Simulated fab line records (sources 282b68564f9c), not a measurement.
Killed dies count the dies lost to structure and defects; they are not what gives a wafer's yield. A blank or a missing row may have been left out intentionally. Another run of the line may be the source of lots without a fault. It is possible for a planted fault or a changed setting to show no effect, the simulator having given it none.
Which of the tools did it? + flow ritCmos + 21 wafers from 7 lots sampled at 2 of the route's 202 steps

WHAT EACH GAUGE READ, for each wafer
RIT_NRETRO_OVL_MEAS_06.
| lot  | measured    | on         | NRETRO_OVL (nm) |
|------|-------------|------------|-----------------|
| L616 | day 2 21:44 | overlay-02 | -0.9 -1.9 -0.9  |
| L620 | day 3 18:08 | overlay-02 | -1.8 -0.4 0.3   |
| L623 | day 4 13:38 | overlay-01 | -1.7 -2.9 0.2   |
| L627 | day 5 06:29 | overlay-01 | - - -           |
| L630 | day 5 21:00 | overlay-02 | -2.1 -1.3 -0.5  |
| L633 | day 6 10:31 | overlay-02 | -2.9 -1.6 -2.2  |
| L635 | day 6 21:24 | overlay-01 | 0.6 -1.4 -0.6   |

WHAT TOOL EACH LOT RAN ON (gives the tool, then ch and the chambers of the sampled wafers, and finally the start)
| lot  | RIT_NRETRO_COAT_01              |
|------|---------------------------------|
| L616 | lithoTrack-02 ch 0, day 2 20:54 |
| L620 | lithoTrack-02 ch 0, day 3 17:24 |
| L623 | lithoTrack-02 ch 0, day 4 12:55 |
| L627 | lithoTrack-02, day 5 05:46      |
| L630 | lithoTrack-03 ch 0, day 5 20:03 |
| L633 | lithoTrack-02 ch 0, day 6 09:47 |
| L635 | lithoTrack-01 ch 0, day 6 20:40 |
- RIT_NRETRO_COAT_01: resist thk 1300 nm.

THE ANSWER, worked out from the rows above alone
Rule: usual is defined by the lots themselves. Put in order of their means at a reading, lots are off if they are a third of the lots or fewer, leave a main group of 4 or more, and stand apart from it by a gap of 3 or more times the standard deviation of the main group's means; of several such gaps the widest counts. The tables above print the reading to a certain number of digits; a main group whose means all agree to those digits is not used. A lot without any number at a reading at which 4 lots or more have one is off too. Where the step has rows for the other lots, those lots are counted as sound.
Off: L627, seen at RIT_NRETRO_OVL_MEAS_06 (NRETRO_OVL). Without a number there: L627. The main group has a mean of -1.2 nm with a standard deviation of 0.58.
If a tool, at a process step before that reading, ran all the lots that are off and no sound lot after the first of them, it fits. Those tools and the gauges at RIT_NRETRO_OVL_MEAS_06 are tried in the same way. Not one of the candidates tried fits.

WHAT HAD BEEN PUT IN BY THE SIMULATOR
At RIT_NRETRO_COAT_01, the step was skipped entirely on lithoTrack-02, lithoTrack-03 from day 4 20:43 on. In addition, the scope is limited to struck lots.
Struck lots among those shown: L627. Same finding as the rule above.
